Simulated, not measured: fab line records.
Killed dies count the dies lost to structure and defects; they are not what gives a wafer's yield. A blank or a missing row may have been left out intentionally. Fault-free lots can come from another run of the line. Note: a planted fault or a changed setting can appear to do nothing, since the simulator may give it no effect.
A sampling plan put to the test    flow berkeley cmos170    one line in one fab, 9 faults in these records, each fault weighed on the records of the lots it struck
The plan is the line's own looks: the steps of the route at which a gauge or an inspection reads the wafer and doesn't change it. Where struck wafers have a number at a look and the file lists that look's usual mean and standard deviation on fault-free wafers, the look can be judged. Caught: a look later than the fault's first step finds the struck wafers' mean 4 or more of those standard deviations (sigma) from the usual mean. On the tool: the test repeated on the tool's own readings taken at the fault's steps. A different recipe on the struck wafers counts as caught too, as does a record blank only for those wafers.

## THE FAULTS, as the simulator had put them in
1. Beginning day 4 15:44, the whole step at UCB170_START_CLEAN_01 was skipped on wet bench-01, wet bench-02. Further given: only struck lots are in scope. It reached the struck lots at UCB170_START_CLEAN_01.
2. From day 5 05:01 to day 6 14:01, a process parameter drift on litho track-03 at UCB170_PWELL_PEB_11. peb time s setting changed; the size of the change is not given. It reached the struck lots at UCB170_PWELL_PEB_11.
3. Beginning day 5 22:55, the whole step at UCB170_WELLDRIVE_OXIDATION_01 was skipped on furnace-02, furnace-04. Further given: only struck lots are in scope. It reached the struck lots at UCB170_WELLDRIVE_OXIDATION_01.
4. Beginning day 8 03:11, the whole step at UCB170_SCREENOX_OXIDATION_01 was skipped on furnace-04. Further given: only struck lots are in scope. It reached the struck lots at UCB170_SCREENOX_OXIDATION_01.
5. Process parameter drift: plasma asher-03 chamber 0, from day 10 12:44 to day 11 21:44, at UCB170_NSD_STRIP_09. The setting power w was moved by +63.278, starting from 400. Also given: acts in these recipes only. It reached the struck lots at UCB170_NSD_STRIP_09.
6. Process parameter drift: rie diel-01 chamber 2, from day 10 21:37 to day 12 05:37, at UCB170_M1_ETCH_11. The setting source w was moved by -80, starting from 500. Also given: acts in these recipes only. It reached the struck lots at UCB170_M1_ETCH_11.
7. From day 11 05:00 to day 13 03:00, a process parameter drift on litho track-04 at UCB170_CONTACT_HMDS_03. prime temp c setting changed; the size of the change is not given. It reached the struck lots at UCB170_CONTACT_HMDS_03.
8. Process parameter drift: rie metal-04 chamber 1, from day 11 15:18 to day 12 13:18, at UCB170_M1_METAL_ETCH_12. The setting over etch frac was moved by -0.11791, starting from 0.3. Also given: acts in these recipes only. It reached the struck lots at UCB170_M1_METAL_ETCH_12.
9. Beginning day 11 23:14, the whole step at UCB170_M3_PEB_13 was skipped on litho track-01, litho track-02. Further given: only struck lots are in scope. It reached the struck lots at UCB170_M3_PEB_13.

## WHAT THE PLAN SAW
fault  on the tool itself                                first look that catches it                       reading, sigma  median hours from its first step to that look  hours from the fault's start to the first struck lot there  judged looks passed uncaught
1      the tool's record is blank for the struck wafers  no look after it can be judged                   -               -                                              -                                                           0
2      heater power total W +41 sigma                    none of the 2 looks that can be judged after it  -               -                                              -                                                           2
3      the tool's record is blank for the struck wafers  no look after it can be judged                   -               -                                              -                                                           0
4      the tool's record is blank for the struck wafers  no look after it can be judged                   -               -                                              -                                                           0
5      strip time to endpoint s -55 sigma                no look after it can be judged                   -               -                                              -                                                           0
6      rf fwd power W -46 sigma                          no look after it can be judged                   -               -                                              -                                                           0
7      prime temp c +48 sigma                            no look after it can be judged                   -               -                                              -                                                           0
8      oes product au +4.2 sigma                         no look after it can be judged                   -               -                                              -                                                           0
9      the tool's record is blank for the struck wafers  no look after it can be judged                   -               -                                              -                                                           0
A dash: the fault isn't caught, or these records don't give the number.

Caught at a look: 0 of 9. Caught on the tool: 9 of 9. By one or the other: 9 of 9.
Faults 1, 2, 3, 4, 5, 6, 7, 8, 9 were caught on the tool alone.
